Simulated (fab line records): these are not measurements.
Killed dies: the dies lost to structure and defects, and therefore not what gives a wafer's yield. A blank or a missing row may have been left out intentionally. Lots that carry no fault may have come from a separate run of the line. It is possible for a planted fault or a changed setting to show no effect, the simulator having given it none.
Split-lot study | flow berkeley-cmos170 | 5 lots, 23 wafers read, on a route of 331 steps

## ABOUT THE SPLIT
At UCB170_PLDD_IMPLANT_08, the setting dose-cm2 was moved away from the recipe's 5e+13 on 9 of the 23 wafers read, by -6.4% to +6.4%. For the rest of the wafers, this setting stayed at what the recipe calls for.

## FROM THE SPLIT TO THE READING: what the file shows between them, 7 steps
- UCB170_NLDD_STRIP_10: strips in O2 (also split here: o2-flow-sccm)
- UCB170_PSD_IMPLANT_08 (also split here: dose-cm2)
- UCB170_PSD_STRIP_09: strips in O2
- UCB170_PSD_CLEAN_11: cleans in SPM, time 600 s
- UCB170_SDANNEAL_RTA_00: time 10 s
- UCB170_SDANNEAL_RTA_01: time 5 s
- UCB170_SDANNEAL_RS_MEAS_02: measures by four-point-probe

## THE READING
Measured at UCB170_SDANNEAL_RS_MEAS_04 by four-point probe: PLDD_RS, in ohm/sq. A value of 1031.4 ohm/sq with a standard deviation of 2.8 ohm/sq is what fault-free wafers of this fab line usually give.

wafer  | tool, chamber at the split | dose-cm2 as run | against the recipe | PLDD_RS, ohm/sq | against lot-mates on the recipe
L075.1 | implanter-04, 0            | 5.102e+13       | +2.0%              | 1024.1          | -8.4
L075.2 | implanter-04, 0            | 5e+13           | recipe             | 1033.6          | -
L075.3 | implanter-04, 0            | 5.102e+13       | +2.0%              | 1023.0          | -9.5
L075.4 | implanter-04, 0            | 5e+13           | recipe             | 1032.7          | -
L075.6 | implanter-04, 0            | 5e+13           | recipe             | 1031.3          | -
L077.1 | implanter-02, 0            | 5e+13           | recipe             | 1033.9          | -
L077.2 | implanter-02, 0            | 5.319e+13       | +6.4%              | 1005.0          | -28.0
L077.4 | implanter-02, 0            | 5e+13           | recipe             | 1032.0          | -
L077.5 | implanter-02, 0            | 5.319e+13       | +6.4%              | 1010.3          | -22.7
L077.6 | implanter-02, 0            | 5.319e+13       | +6.4%              | 1007.4          | -25.6
L076.1 | implanter-03, 0            | 4.681e+13       | -6.4%              | 1056.0          | +23.5
L076.2 | implanter-03, 0            | 5e+13           | recipe             | 1032.9          | -
L076.4 | implanter-03, 0            | 4.681e+13       | -6.4%              | 1059.3          | +26.8
L076.5 | implanter-03, 0            | 5e+13           | recipe             | 1030.6          | -
L076.6 | implanter-03, 0            | 5e+13           | recipe             | 1034.0          | -
L079.1 | implanter-03, 0            | 5e+13           | recipe             | 1028.2          | -
L079.2 | implanter-03, 0            | 5e+13           | recipe             | 1028.7          | -
L079.4 | implanter-03, 0            | 5e+13           | recipe             | 1028.8          | -
L079.5 | implanter-03, 0            | 4.731e+13       | -5.4%              | 1053.9          | +25.3
L079.6 | implanter-03, 0            | 4.731e+13       | -5.4%              | 1051.3          | +22.7
L083.2 | implanter-03, 0            | 5e+13           | recipe             | 1031.4          | -
L083.3 | implanter-03, 0            | 5e+13           | recipe             | 1032.9          | -
L083.5 | implanter-03, 0            | 5e+13           | recipe             | 1034.5          | -

FIT RESULTS
A straight line over all 23 wafers: PLDD_RS changes by -3.9 ohm/sq for each +1% of dose-cm2; r = -0.99; the points scatter about the line by 2 ohm/sq.
The same after taking each lot's own level away (the mean of its wafers on the recipe; 23 wafers): -4.09 ohm/sq for each +1%; r = -0.99; scatter 1.6 ohm/sq.
That fit puts the effect of the largest move of dose-cm2 on the reading at 26 ohm/sq.
Measured against the standard deviation above, the lots' own levels, which go from 1028.57 to 1032.95 ohm/sq, span 1.6 times it.
The two slopes are in agreement: the lot-to-lot level therefore moves the slope only a little.
Check: for one of the wafers moved furthest among these (+6.4%), held out of the fit, the line's prediction against its lot-mates is -25.4 ohm/sq. It came out at -28 ohm/sq against them.

## THE OTHER SPLITS THESE WAFERS WENT THROUGH
These wafers also went through other splits before the reading. Each is held against what the fit with the lots' levels taken away leaves over:
other split on the same wafers        | wafers away from the commonest value | r with PLDD_RS (lot level and that fit taken away)
UCB170_NWELL_OXIDATION_01 temp-c      | 15                                   | -0.17
UCB170_NWELL_PEB_10 peb-temp-c        | 6                                    | -0.01
UCB170_PWELL_CVD_05 sih2cl2-flow-sccm | 10                                   | -0.02
UCB170_PWELL_EXPOSE_10 dose-mj        | 2                                    | +0.08
UCB170_ACTIVE_COAT_08 spin-rpm        | 8                                    | -0.42
UCB170_ACTIVE_ETCH_15 rf-w            | 4                                    | +0.31
UCB170_PFIELD_IMPLANT_07 energy-kev   | 8                                    | -0.51
UCB170_PVT_IMPLANT_07 energy-kev      | 7                                    | +0.35
UCB170_NLDD_STRIP_10 o2-flow-sccm     | 12                                   | -0.03
UCB170_PSD_IMPLANT_08 dose-cm2        | 7                                    | -0.27

## FILE'S OWN FIT
PLDD_RS changes by -4.1 ohm/sq for each +1% of dose-cm2, r = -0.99.
